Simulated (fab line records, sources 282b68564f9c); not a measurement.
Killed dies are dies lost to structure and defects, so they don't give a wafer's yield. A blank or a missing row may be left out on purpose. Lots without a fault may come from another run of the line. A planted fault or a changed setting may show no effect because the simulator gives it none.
fab line records | flow rit_cmos
record lots=14 wafers=42 last_day=7
route steps=202 shown GATE@85 NSD@139 SILICIDE@162 M1@202
lots that met no fault: from a run of the same line without faults
start_h: hours from the record's first day to the start of the lot's first wafer shown | wait_h: hours since the lot's step before | " the same as in the row above | L1.1+2: a row that stands for several wafers | - no value, or no start given | * or withheld: withheld | < > ~ a bound
route shown NAME@n: a module of which the file shows steps, and the number in the route of the first | usual: mean/standard deviation of fault-free wafers | same: alike in all rows | chamber/n: place in a boat | sites: the reading at each site | _std_site: their standard deviation | _edge_site: outer sites' mean less inner sites' | radius_mm: how far each site lies from the wafer's centre | mask NAME#n: copy n | behind: the tool/chamber that last shaped the wafer | hold: why the lot was held/for how many hours/how that ended | device: the transistor (n, p or np) that didn't switch | end of line: the same wafers' tests at the end of the route | a step without rows: its recipe alone | killed: dies lost to structure and defects at the first sort, not the wafer's yield | map: a wafer's dies, x killed, . not, _ none there
set.NAME: the setting as run; set.NAME@STEP: as run at that earlier step | model.NAME: the simulator's own value behind a step, which no gauge read
steps of the route over a sample of lots; a table a step, a row a wafer
services: from which hour (start_h, from the record's first day; less than 0 if before it) a tool's chamber was out of use, for how many hours, and why
## steps
# step RIT_GATE_THK_MEAS_09
# recipe reads=poly-Si_of_GATE_CVD_08
# usual GATE_POLY_THK=250.7/1.8
# columns lot.wafer tool chamber start_h wait_h GATE_POLY_THK[nm]
L368.2 film_metro-04 - 45.79 0.0 250.6
L368.3 " - " " 251.3
L368.4 " - " " 251.0
L369.2 film_metro-04 - 50.94 0.0 250.9
L369.3 " - " " 250.6
L369.5 " - " " 250.7
L372.1 film_metro-02 - 76.59 0.0 252.8
L372.2 " - " " 251.4
L372.6 " - " " 248.6
L374.4 film_metro-03 - 83.10 0.0 248.4
L374.5 " - " " 248.8
L374.6 " - " " 248.6
L375.1 film_metro-04 - 99.32 0.0 250.4
L375.3 " - " " 249.0
L375.4 " - " " 249.9
L376.1 film_metro-04 - 99.38 0.1 250.0
L376.3 " - " " 249.2
L376.4 " - " " 248.3
L378.3 film_metro-02 - 105.84 0.0 253.6
L378.4 " - " " 254.8
L378.5 " - " " 252.1
L379.2 film_metro-02 - 109.96 0.0 249.4
L379.4 " - " " 247.3
L379.6 " - " " 248.3
L377.2 film_metro-04 - 110.50 0.0 250.3
L377.4 " - " " 252.7
L377.5 " - " " 252.8
L380.1 film_metro-02 - 115.57 0.0 251.9
L380.3 " - " " 250.3
L380.6 " - " " 253.0
L386.1 film_metro-03 - 133.65 0.0 246.4
L386.2 " - " " 248.6
L386.5 " - " " 249.5
L389.1 film_metro-04 - 145.22 0.0 249.3
L389.3 " - " " 250.4
L389.5 " - " " 250.5
L390.2 film_metro-04 - 147.21 0.0 249.9
L390.4 " - " " 250.4
L390.6 " - " " 249.2
L391.1 film_metro-02 - 156.71 0.0 252.9
L391.4 " - " " 252.8
L391.6 " - " " 252.5
# step RIT_GATE_STRIP_20
# recipe chemistry=O2 time_s=180 resist=NOVOLAK platen_temp_c=withheld power_w=500 pressure_mtorr=4000 o2_flow_sccm=4000
# usual drypump_motor_current_A=5.7/0.45 o2_flow_sccm=4000/12 rf_refl_power_W=6.7/1
# same time_s=180
# columns lot.wafer tool chamber start_h wait_h drypump_motor_current_A o2_flow_sccm rf_hours_counter_h rf_refl_power_W
L368.2 plasma_asher-04 1 47.45 0.1 4.9 3996 43 6.3
L368.3 " 0 " " 5.5 3978 - 6.1
L368.4 " 1 " " 4.9 3989 - 6.5
L369.2 plasma_asher-04 0 52.38 0.1 5.5 4006 43 6.1
L369.3 " 0 " " 5.5 4003 - 5.9
L369.5 " 1 " " 4.9 4006 - 6.1
L372.1 plasma_asher-04 0 78.26 0.1 5.5 4002 45 5.8
L372.2 " 1 " " 4.9 4005 45 6.5
L372.6 " 1 " " 4.9 4001 - 5.9
L374.4 plasma_asher-01 1 84.72 0.1 5.7 4029 - 6.5
L374.5 " 0 " " 6.0 3995 - 8.4
L374.6 " 1 " " 5.7 4020 - 5.9
L375.1 plasma_asher-02 0 100.76 0.1 5.7 3999 45 6.5
L375.3 " 0 " " 5.7 3991 - 6.8
L375.4 " 1 " " 6.4 3975 - 6.2
L376.1 plasma_asher-04 1 101.01 0.1 4.9 4013 48 6.5
L376.3 " 1 " " 4.9 4012 - 6.5
L376.4 " 0 " " 5.5 3980 - 6.2
L378.3 plasma_asher-02 0 107.33 0.1 5.7 3987 - 6.7
L378.4 " 1 " " 6.4 3995 - 6.2
L378.5 " 0 " " 5.7 4013 - 6.8
L379.2 plasma_asher-01 0 111.40 0.1 6.0 4004 27 8.8
L379.4 " 1 " " 5.7 4002 - 6.1
L379.6 " 1 " " 5.7 4007 - 6.1
L377.2 plasma_asher-04 0 111.93 0.1 5.5 4001 49 5.7
L377.4 " 1 " " 4.9 4017 - 6.7
L377.5 " 0 " " 5.5 4003 - 5.6
L380.1 plasma_asher-04 0 117.52 0.1 5.5 4008 50 5.6
L380.3 " 1 " " 4.9 4006 - 6.6
L380.6 " 0 " " 5.5 4001 - 5.8
L386.1 plasma_asher-01 0 135.43 0.1 6.0 3981 31 8.6
L386.2 " 1 " " 5.6 3990 31 6.2
L386.5 " 0 " " 6.0 3999 - 8.5
L389.1 plasma_asher-01 1 146.59 0.1 5.7 4013 32 6.3
L389.3 " 1 " " 5.7 4010 - 6.3
L389.5 " 1 " " 5.7 4005 - 6.3
L390.2 plasma_asher-01 1 148.62 0.1 5.7 4000 33 6.3
L390.4 " 0 " " 6.0 3994 - 8.8
L390.6 " 1 " " 5.7 3994 - 6.1
L391.1 plasma_asher-02 1 158.16 0.1 6.4 3984 52 6.4
L391.4 " 1 " " 6.4 4002 - 6.1
L391.6 " 1 " " 6.4 3995 - 6.1
# step RIT_NSD_IMPLANT_08
# recipe species=P energy_kev=25 dose_cm2=1e+15 tilt_deg=7
# usual beam_energy_keV=25.000/0.0073 tilt_deg=7.002/0.021
# columns lot.wafer tool chamber start_h wait_h beam_energy_keV tilt_deg
L368.2 implanter-03 0 58.59 0.1 24.995 7.007
L368.3 " 0 " " 24.998 6.984
L368.4 " 0 " " 25.004 7.003
L369.2 implanter-02 0 71.59 0.1 25.000 6.990
L369.3 " 0 " " 24.982 6.982
L369.5 " 0 " " 24.988 6.978
L372.1 implanter-04 0 90.68 0.1 24.997 7.010
L372.2 " 0 " " 25.005 7.051
L372.6 " 0 " " 24.992 7.015
L374.4 implanter-03 0 97.12 0.1 24.991 7.002
L374.5 " 0 " " 25.007 7.029
L374.6 " 0 " " 25.000 7.016
L375.1 implanter-04 0 114.97 0.1 24.996 7.010
L375.3 " 0 " " 24.992 7.031
L375.4 " 0 " " 25.007 7.000
L376.1 implanter-02 0 115.44 0.1 24.995 7.007
L376.3 " 0 " " 24.992 7.006
L376.4 " 0 " " 24.997 7.024
L378.3 implanter-04 0 119.83 0.1 24.998 6.994
L378.4 " 0 " " 24.997 7.025
L378.5 " 0 " " 25.010 7.000
L377.2 implanter-02 0 124.21 0.1 25.007 6.980
L377.4 " 0 " " 25.001 6.999
L377.5 " 0 " " 25.020 6.976
L379.2 implanter-04 0 124.36 0.1 25.004 6.999
L379.4 " 0 " " 25.007 7.009
L379.6 " 0 " " 24.997 7.020
L380.1 implanter-02 0 129.85 0.1 25.010 6.977
L380.3 " 0 " " 25.002 6.980
L380.6 " 0 " " 24.995 6.977
L386.1 implanter-02 0 148.66 0.1 20.497 7.010
L386.2 " 0 " " 20.504 7.036
L386.5 " 0 " " 20.494 7.016
L389.1 implanter-02 0 156.87 0.1 20.501 6.991
L389.3 " 0 " " 20.494 6.990
L389.5 " 0 " " 20.504 7.003
L390.2 implanter-03 0 161.74 0.1 25.008 7.014
L390.4 " 0 " " 24.996 7.007
L390.6 " 0 " " 25.007 7.003
L391.1 implanter-03 0 168.08 0.1 25.008 7.023
L391.4 " 0 " " 25.006 7.039
L391.6 " 0 " " 24.997 7.007
# step RIT_NSD_TW_MEAS_10
# usual NSD_TW=3129/33
# columns lot.wafer tool chamber start_h wait_h NSD_TW
L368.2 film_metro-02 - 58.90 0.1 3155
L368.3 " - " " 3156
L368.4 " - " " 3156
L369.2 film_metro-02 - 71.90 0.1 3146
L369.3 " - " " 3159
L369.5 " - " " 3160
L372.1 film_metro-02 - 91.01 0.1 3152
L372.2 " - " " 3143
L372.6 " - " " 3158
L374.4 film_metro-03 - 97.40 0.1 3138
L374.5 " - " " 3140
L374.6 " - " " 3148
L375.1 film_metro-03 - 115.29 0.1 3148
L375.3 " - " " 3147
L375.4 " - " " 3144
L376.1 film_metro-01 - 115.76 0.1 3082
L376.3 " - " " 3084
L376.4 " - " " 3090
L378.3 film_metro-01 - 120.13 0.1 3080
L378.4 " - " " 3077
L378.5 " - " " 3068
L377.2 film_metro-03 - 124.52 0.1 3164
L377.4 " - " " 3143
L377.5 " - " " 3155
L379.2 film_metro-01 - 124.67 0.1 3091
L379.4 " - " " 3095
L379.6 " - " " 3088
L380.1 film_metro-03 - 130.18 0.1 3153
L380.3 " - " " 3141
L380.6 " - " " 3162
L386.1 film_metro-02 - 148.98 0.1 2992
L386.2 " - " " 3015
L386.5 " - " " 3021
L389.1 film_metro-01 - 157.20 0.1 2924
L389.3 " - " " 2930
L389.5 " - " " 2928
L390.2 film_metro-03 - 162.05 0.1 3107
L390.4 " - " " 3128
L390.6 " - " " 3098
L391.1 film_metro-02 - 168.41 0.1 3172
L391.4 " - " " 3154
L391.6 " - " " 3170
# step RIT_SDANNEAL_RS_MEAS_05
# recipe thk_meas_gauge=four-point-probe
# usual NSD_RS=84.5/0.32
# columns lot.wafer tool chamber start_h wait_h NSD_RS[ohm/sq]
L368.2 film_metro-02 - 61.08 0.1 84.3
L368.3 " - " " 84.5
L368.4 " - " " 84.7
L369.2 film_metro-02 - 74.06 0.1 85.2
L369.3 " - " " 85.0
L369.5 " - " " 85.1
L372.1 film_metro-03 - 93.21 0.1 84.0
L372.2 " - " " 84.3
L372.6 " - " " 84.0
L374.4 film_metro-01 - 99.81 0.1 84.7
L374.5 " - " " 84.3
L374.6 " - " " 84.8
L375.1 film_metro-03 - 118.27 0.1 84.4
L375.3 " - " " 84.2
L375.4 " - " " 84.1
L376.1 film_metro-02 - 118.42 0.1 84.5
L376.3 " - " " 84.7
L376.4 " - " " 84.6
L378.3 film_metro-03 - 122.28 0.1 85.2
L378.4 " - " " 85.1
L378.5 " - " " 85.2
L377.2 film_metro-01 - 126.76 0.1 84.3
L377.4 " - " " 84.4
L377.5 " - " " 84.0
L379.2 film_metro-03 - 127.08 0.1 84.4
L379.4 " - " " 84.2
L379.6 " - " " 84.3
L380.1 film_metro-01 - 132.42 0.1 84.1
L380.3 " - " " 84.4
L380.6 " - " " 84.2
L386.1 film_metro-02 - 151.13 0.1 86.2
L386.2 " - " " 86.0
L386.5 " - " " 86.0
L389.1 film_metro-01 - 159.22 0.1 86.5
L389.3 " - " " 86.8
L389.5 " - " " 86.5
L390.2 film_metro-02 - 164.53 0.1 84.7
L390.4 " - " " 84.7
L390.6 " - " " 84.7
L391.1 film_metro-01 - 170.61 0.1 84.1
L391.4 " - " " 84.6
L391.6 " - " " 84.1
# step RIT_SILICIDE_SPUTTER_01
# recipe material=Ti target_thk_nm=30 power_w=350 chamber_pressure_pa=0.667 gas=Ar time_s=240 substrate_temp_c=25
# usual throttle_valve_pct=30.1/0.95
# same time_s=240
# columns lot.wafer tool chamber start_h wait_h throttle_valve_pct
L368.2 pvd_sputter-04 - 61.43 0.0 30.4
L368.3 " - " " 31.3
L368.4 " - " " 30.1
L369.2 pvd_sputter-03 - 74.41 0.0 29.6
L369.3 " - " " 29.2
L369.5 " - " " 29.5
L372.1 pvd_sputter-02 - 93.58 0.0 30.6
L372.2 " - " " 29.8
L372.6 " - " " 30.4
L374.4 pvd_sputter-02 - 100.13 0.0 30.5
L374.5 " - " " 30.2
L374.6 " - " " 30.5
L375.1 pvd_sputter-03 - 118.64 0.0 29.1
L375.3 " - " " 29.6
L375.4 " - " " 31.5
L376.1 pvd_sputter-02 - 118.79 0.0 30.7
L376.3 " - " " 29.8
L376.4 " - " " 30.4
L378.3 pvd_sputter-03 - 122.62 0.0 29.8
L378.4 " - " " 31.5
L378.5 " - " " 28.3
L377.2 pvd_sputter-04 - 127.11 0.0 31.2
L377.4 " - " " 30.7
L377.5 " - " " 30.7
L379.2 pvd_sputter-03 - 127.43 0.0 29.4
L379.4 " - " " 29.6
L379.6 " - " " 29.9
L380.1 pvd_sputter-03 - 132.79 0.0 29.4
L380.3 " - " " 30.0
L380.6 " - " " 29.4
L386.1 pvd_sputter-03 - 151.50 0.0 31.5
L386.2 " - " " 29.4
L386.5 " - " " 29.2
L389.1 pvd_sputter-03 - 159.60 0.0 29.7
L389.3 " - " " 31.5
L389.5 " - " " 29.2
L390.2 pvd_sputter-03 - 164.88 0.0 31.2
L390.4 " - " " 29.1
L390.6 " - " " 29.8
L391.1 pvd_sputter-04 - 170.98 0.0 30.2
L391.4 " - " " 30.2
L391.6 " - " " 31.5
# step RIT_M1_PROBE_99
# usual killed_at_contacts=0.1/0.23 killed_at_front_end=6.7/2.9 killed_dies=6.8/2.9 killed_open=3.5/2.1 killed_short=3.2/1.9
# same gross_dies=264 killed_at_M0_to_M3=0 killed_at_M4_up=0 killed_at_back_side=0 killed_at_other=0
# columns lot.wafer tool chamber start_h wait_h killed_at_contacts killed_at_front_end killed_dies killed_open killed_short
L368.2 prober-01 - 68.49 0.1 0 10 10 5 5
L368.3 prober-01 - 68.54 0.2 0 7 7 3 4
L368.4 prober-01 - 68.59 0.2 0 4 4 3 1
L369.2 prober-02 - 81.39 0.1 0 11 11 7 3
L369.3 prober-02 - 81.44 0.2 0 5 5 3 2
L369.5 prober-02 - 81.54 0.2 0 6 6 1 5
L372.1 prober-01 - 101.18 0.1 0 5 5 2 3
L372.2 prober-01 - 101.23 0.1 0 5 5 1 4
L372.6 prober-01 - 101.43 0.2 0 6 6 5 1
L374.4 prober-01 - 108.43 0.2 0 8 8 4 4
L374.5 prober-01 - 108.48 0.2 0 6 6 3 3
L374.6 prober-01 - 108.53 0.2 0 6 6 2 4
L375.1 prober-02 - 126.53 0.1 0 15 15 8 7
L375.3 prober-02 - 126.63 0.2 0 9 9 4 5
L375.4 prober-02 - 126.68 0.2 0 7 7 4 3
L376.1 prober-01 - 128.03 0.1 0 7 7 5 2
L376.3 prober-01 - 128.13 0.2 1 9 10 9 1
L376.4 prober-01 - 128.18 0.2 0 7 7 2 5
L378.3 prober-02 - 130.55 0.2 0 9 9 3 6
L378.4 prober-02 - 130.60 0.2 0 3 3 1 2
L378.5 prober-02 - 130.65 0.2 0 4 4 2 2
L377.2 prober-01 - 134.42 0.1 0 3 3 3 0
L377.4 prober-01 - 134.52 0.2 0 4 4 1 3
L377.5 prober-01 - 134.57 0.2 0 6 6 4 2
L379.2 prober-02 - 135.92 0.1 1 9 10 4 6
L379.4 prober-02 - 136.02 0.2 0 7 7 5 2
L379.6 prober-02 - 136.12 0.2 0 6 6 4 2
L380.1 prober-02 - 141.39 0.1 0 11 11 6 5
L380.3 prober-02 - 141.49 0.2 0 11 11 5 6
L380.6 prober-02 - 141.64 0.2 0 7 7 5 2
L386.1 prober-02 - 158.50 0.1 0 3 3 1 2
L386.2 prober-02 - 158.55 0.1 0 3 3 0 3
L386.5 prober-02 - 158.70 0.2 0 13 13 6 7
L389.1 prober-02 - 166.45 0.1 0 3 3 2 1
L389.3 prober-02 - 166.55 0.2 0 5 5 2 3
L389.5 prober-02 - 166.65 0.2 0 7 7 3 4
L390.2 prober-01 - 171.71 0.1 1 4 5 0 5
L390.4 prober-01 - 171.81 0.2 0 5 5 3 2
L390.6 prober-01 - 171.91 0.2 0 9 9 3 6
L391.1 prober-02 - 177.98 0.1 0 6 6 3 3
L391.4 prober-02 - 178.13 0.2 0 5 5 2 3
L391.6 prober-02 - 178.23 0.2 0 2 2 1 1
# killed by level:class
L368.2 GATE:geometric_particle:open=3 GATE:geometric_particle:short=2 REOX:geometric_particle:short=2 FOX1:geometric_particle:short=1 FOX1:geometric_particle:open=1 SPACER:geometric_particle:open=1
L368.3 REOX:geometric_particle:short=2 FOX1:geometric_particle:open=1 FOX2:geometric_particle:short=1 GATE:geometric_particle:open=1 GATE:geometric_particle:short=1 REOX:geometric_particle:open=1
L368.4 SPACER:geometric_particle:open=2 GATE:geometric_particle:short=1 REOX:geometric_particle:open=1
L369.2 GATE:geometric_particle:open=4 REOX:geometric_particle:open=1 FOX1:geometric_particle:short=1 FOX1:geometric_particle:open=1 GATE:geometric_particle:short=1 SPACER:geometric_particle:short=1 SILICIDE:geometric_particle:open=1 NSD:coat_microbubble_printed=1
L369.3 FOX1:geometric_particle:open=2 FOX2:geometric_particle:short=2 SPACER:geometric_particle:open=1
L369.5 GATE:geometric_particle:short=4 GATE:geometric_particle:open=1 FOX2:geometric_particle:short=1
L372.1 GATE:geometric_particle:short=2 REOX:geometric_particle:open=1 SILICIDE:geometric_particle:open=1 SILICIDE:geometric_particle:short=1
L372.2 FOX2:geometric_particle:short=2 FOX1:geometric_particle:short=1 GATE:geometric_particle:open=1 GATE:geometric_particle:short=1
L372.6 FOX1:geometric_particle:open=2 GATE:geometric_particle:short=1 GATE:geometric_particle:open=1 REOX:geometric_particle:open=1 SPACER:geometric_particle:open=1
L374.4 FOX1:geometric_particle:open=2 GATE:geometric_particle:short=2 GATE:geometric_particle:open=1 REOX:geometric_particle:short=1 SPACER:geometric_particle:open=1 SPACER:geometric_particle:short=1
L374.5 GATE:geometric_particle:short=2 REOX:geometric_particle:open=2 GATE:geometric_particle:open=1 SPACER:geometric_particle:short=1
L374.6 FOX1:geometric_particle:short=2 GATE:geometric_particle:short=1 GATE:geometric_particle:open=1 SPACER:geometric_particle:open=1 SILICIDE:geometric_particle:short=1
L375.1 SPACER:geometric_particle:short=3 GATE:geometric_particle:short=2 REOX:geometric_particle:open=2 REOX:geometric_particle:short=2 SPACER:geometric_particle:open=2 SILICIDE:geometric_particle:open=2 FOX2:geometric_particle:open=1 GATE:geometric_particle:open=1
L375.3 GATE:geometric_particle:open=3 REOX:geometric_particle:short=2 FOX1:geometric_particle:short=1 FOX1:geometric_particle:open=1 FOX2:geometric_particle:short=1 GATE:geometric_particle:short=1
L375.4 FOX1:geometric_particle:short=1 FOX1:geometric_particle:open=1 GATE:geometric_particle:short=1 GATE:geometric_particle:open=1 REOX:geometric_particle:open=1 SPACER:geometric_particle:short=1 SILICIDE:geometric_particle:open=1
L376.1 SPACER:geometric_particle:open=2 FOX2:geometric_particle:open=1 GATE:geometric_particle:short=1 REOX:geometric_particle:open=1 REOX:geometric_particle:short=1 SILICIDE:geometric_particle:open=1
L376.3 SILICIDE:geometric_particle:open=3 GATE:geometric_particle:open=2 REOX:geometric_particle:open=2 FOX1:geometric_particle:open=1 GATE:geometric_particle:short=1 CONTACT:geometric_particle:open=1
L376.4 GATE:geometric_particle:short=3 FOX1:geometric_particle:short=1 FOX2:geometric_particle:short=1 GATE:geometric_particle:open=1 REOX:geometric_particle:open=1
L378.3 FOX1:geometric_particle:short=3 GATE:geometric_particle:short=2 FOX1:geometric_particle:open=1 GATE:geometric_particle:open=1 REOX:geometric_particle:open=1 SPACER:geometric_particle:short=1
L378.4 FOX1:geometric_particle:short=1 GATE:geometric_particle:open=1 SPACER:geometric_particle:short=1
L378.5 FOX1:geometric_particle:open=1 FOX1:geometric_particle:short=1 FOX2:geometric_particle:short=1 SPACER:geometric_particle:open=1
L377.2 GATE:geometric_particle:open=3
L377.4 FOX2:geometric_particle:short=2 GATE:geometric_particle:open=1 SILICIDE:geometric_particle:short=1
L377.5 GATE:geometric_particle:open=2 FOX1:geometric_particle:open=1 FOX2:geometric_particle:short=1 REOX:geometric_particle:open=1 SILICIDE:geometric_particle:short=1
L379.2 GATE:geometric_particle:short=4 SILICIDE:geometric_particle:open=3 GATE:geometric_particle:open=1 SILICIDE:geometric_particle:short=1 CONTACT:geometric_particle:short=1
L379.4 FOX2:geometric_particle:open=2 GATE:geometric_particle:short=1 REOX:geometric_particle:open=1 SPACER:geometric_particle:open=1 SILICIDE:geometric_particle:open=1 SILICIDE:geometric_particle:short=1
L379.6 SPACER:geometric_particle:open=3 FOX1:geometric_particle:open=1 FOX2:geometric_particle:short=1 SILICIDE:geometric_particle:short=1
L380.1 GATE:geometric_particle:open=4 GATE:geometric_particle:short=4 FOX1:geometric_particle:open=1 FOX2:geometric_particle:short=1 SILICIDE:geometric_particle:open=1
L380.3 GATE:geometric_particle:short=3 GATE:geometric_particle:open=2 SPACER:geometric_particle:short=2 SPACER:geometric_particle:open=2 FOX1:geometric_particle:open=1 FOX1:geometric_particle:short=1
L380.6 SPACER:geometric_particle:open=3 FOX1:geometric_particle:short=1 GATE:geometric_particle:open=1 SPACER:geometric_particle:short=1 SILICIDE:geometric_particle:open=1
L386.1 SILICIDE:geometric_particle:short=2 SILICIDE:geometric_particle:open=1
L386.2 SPACER:geometric_particle:short=2 FOX1:geometric_particle:short=1
L386.5 GATE:geometric_particle:open=3 SILICIDE:geometric_particle:short=3 GATE:geometric_particle:short=2 SILICIDE:geometric_particle:open=2 FOX1:geometric_particle:short=1 SPACER:geometric_particle:short=1 SPACER:geometric_particle:open=1
L389.1 FOX2:geometric_particle:short=1 GATE:geometric_particle:open=1 SILICIDE:geometric_particle:open=1
L389.3 GATE:geometric_particle:short=2 FOX2:geometric_particle:open=1 GATE:geometric_particle:open=1 SPACER:geometric_particle:short=1
L389.5 GATE:geometric_particle:short=2 GATE:geometric_particle:open=2 REOX:geometric_particle:open=1 REOX:geometric_particle:short=1 SPACER:geometric_particle:short=1
L390.2 REOX:geometric_particle:short=2 SPACER:geometric_particle:short=2 CONTACT:geometric_particle:short=1
L390.4 SPACER:geometric_particle:open=2 SPACER:geometric_particle:short=2 REOX:geometric_particle:open=1
L390.6 REOX:geometric_particle:short=2 SPACER:geometric_particle:short=2 FOX1:geometric_particle:open=1 FOX1:geometric_particle:short=1 GATE:geometric_particle:open=1 GATE:geometric_particle:short=1 REOX:geometric_particle:open=1
L391.1 GATE:geometric_particle:short=2 SPACER:geometric_particle:open=2 GATE:geometric_particle:open=1 REOX:geometric_particle:short=1
L391.4 GATE:geometric_particle:short=1 REOX:geometric_particle:open=1 REOX:geometric_particle:short=1 SILICIDE:geometric_particle:short=1 SILICIDE:geometric_particle:open=1
L391.6 GATE:geometric_particle:open=1 REOX:geometric_particle:short=1
## services
# columns tool chamber start_h hours kind
plasma_asher-01 - 52.31 4.0 repair
implanter-04 - 52.47 4.5 repair
plasma_asher-01 - 64.14 1.0 repair
implanter-03 - 69.62 2.3 repair
implanter-03 - 87.47 2.2 pm
plasma_asher-01 - 98.66 2.8 pm
implanter-04 - 110.13 3.1 pm
implanter-02 - 119.67 2.7 repair
implanter-04 - 124.92 17.4 pm
pvd_sputter-02 - 163.19 13.0 repair
implanter-02 - 168.75 1.6 repair
## key
first_sign step=RIT_NSD_IMPLANT_08 reading=beam_energy_keV direction=down sigmas=99+ usual=25.000 struck=20.499
effect step=RIT_NSD_TW_MEAS_10 reading=NSD_TW direction=down sigmas=4.9 usual=3129 struck=2968
effect step=RIT_SDANNEAL_RS_MEAS_05 reading=NSD_RS direction=up sigmas=5.7 usual=84.5 struck=86.3
met_at RIT_NSD_IMPLANT_08
struck_lots L386,L389
tester_left_out L386,L389
not_acting_at RIT_GATE_THK_MEAS_09,RIT_GATE_STRIP_20,RIT_SILICIDE_SPUTTER_01
onset_between 129.85 148.66
fault kind=process_parameter_drift tool=implanter-02 chamber=- onset_h=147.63 steps=RIT_NSD_IMPLANT_08 channel=energy_kev offset=-4.5 shape=step end_h=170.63 acts_in=these_recipes_only stated=25
# tester_left_out: of these lots the tester's yield and bins aren't shown, on N5 and GAA mostly nor the transistor test; their killed dies are dies lost to structure and defects alone, not to doping, threshold or leakage, so they don't give the yield
